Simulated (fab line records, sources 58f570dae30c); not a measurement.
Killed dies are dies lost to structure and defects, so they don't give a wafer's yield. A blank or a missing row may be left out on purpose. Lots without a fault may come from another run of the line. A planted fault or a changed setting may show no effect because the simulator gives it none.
Problem report in the 8D (eight disciplines) form, filled by code | flow berkeley_cmos170 | the parts of the form that need people (team, actions taken, sign-off) are left out

1. THE PROBLEM
WELLDRIVE_OXIDE_THK at UCB170_WELLDRIVE_THK_MEAS_02 reads a mean of 180 nm on 6 wafers of 2 lots; wafers without a fault read 204 nm with a standard deviation of 4.2. That is -5.7 standard deviations from the usual mean.
First seen on wafer L102.1, day 8 08:34, on film_metro-01. The record holds 42 wafers of 14 lots with a number at this step. Rule for "out", or "out of limits": more than 4 standard deviations from the usual mean. The other wafers with a number count as sound.

2. WHAT IT IS AND WHAT IT IS NOT
question                    | is                           | is not
which readings at this step | WELLDRIVE_OXIDE_THK          | -
which lots                  | L102, L105                   | L104, L107, L985, L987, L988, L990, L991, L992, L993, L994, L996, L999
which wafers of those lots  | all that have a number       | -
read on which gauges        | film_metro-01, film_metro-04 | film_metro-03
when                        | from day 8 08:34             | up to then (33 sound wafers); but 3 sound wafers of L107 came after

3. SUSPECTS, AND WHAT RULES EACH OUT
Counting: a tool at a process step up to the reading stays a suspect if it ran every lot that is out and no sound lot after the first of them.
- the gauge at UCB170_WELLDRIVE_THK_MEAS_02: ruled out. The wafers that are out were read on 2 gauges (film_metro-01, film_metro-04).
- furnace-01 at UCB170_WELLDRIVE_OXIDATION_01 (target thk 199 nm, ox time 9311 s): kept. It ran every lot that is out, first L102 (day 8 05:04), and no sound lot after that; its last sound lot up to then is L104 (day 7 16:23). Its own readings are out on those wafers: spike_tc_centre_C, spike_tc_load_C.
Left after counting: furnace-01 at UCB170_WELLDRIVE_OXIDATION_01.

4. THE CAUSE (what the simulator had put in)
Process parameter drift: furnace-01, from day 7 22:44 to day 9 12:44, at UCB170_WELLDRIVE_OXIDATION_01. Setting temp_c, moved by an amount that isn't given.
Counting left only this tool.

5. THE CHAIN OF EFFECTS, in route order
Each row: a reading whose mean over the struck wafers that have a number lies more than 3 standard deviations from the usual. Only readings for which the record gives a usual standard deviation are gone through. hours: the time from each lot's start at the first step in this table that gives one to its start at this step, as a median over the lots. sigmas: the change in usual standard deviations.
hours | step                          | reading             | usual    | on struck wafers | change | sigmas
0     | UCB170_WELLDRIVE_OXIDATION_01 | spike_tc_centre_C   | 1102.1 C | 1085.8           | -16.2  | -10
0     | UCB170_WELLDRIVE_OXIDATION_01 | spike_tc_load_C     | 1126.5 C | 1110.1           | -16.4  | -14
0     | UCB170_WELLDRIVE_OXIDATION_01 | spike_tc_source_C   | 1130 C   | 1117             | -13    | -4.1
4     | UCB170_WELLDRIVE_THK_MEAS_02  | WELLDRIVE_OXIDE_THK | 204 nm   | 180              | -24    | -5.7
The process steps in it:
- UCB170_WELLDRIVE_OXIDATION_01: target thk 199 nm, ox time 9311 s.

6. WHAT WOULD HAVE CAUGHT IT SOONER
In this record the first reading out of limits at a measuring or inspecting step was taken at day 8 08:34, 10 hours after the fault began at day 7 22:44.
The tool's own readings at UCB170_WELLDRIVE_OXIDATION_01 were out on every struck wafer that the step has a row for (spike_tc_centre_C, spike_tc_load_C): an alarm limit on them would have fired on the first of those.
All the lots that are out (2) had begun UCB170_WELLDRIVE_OXIDATION_01 on furnace-01 by day 8 08:34. A hold on the tool at that time would have spared none of them.
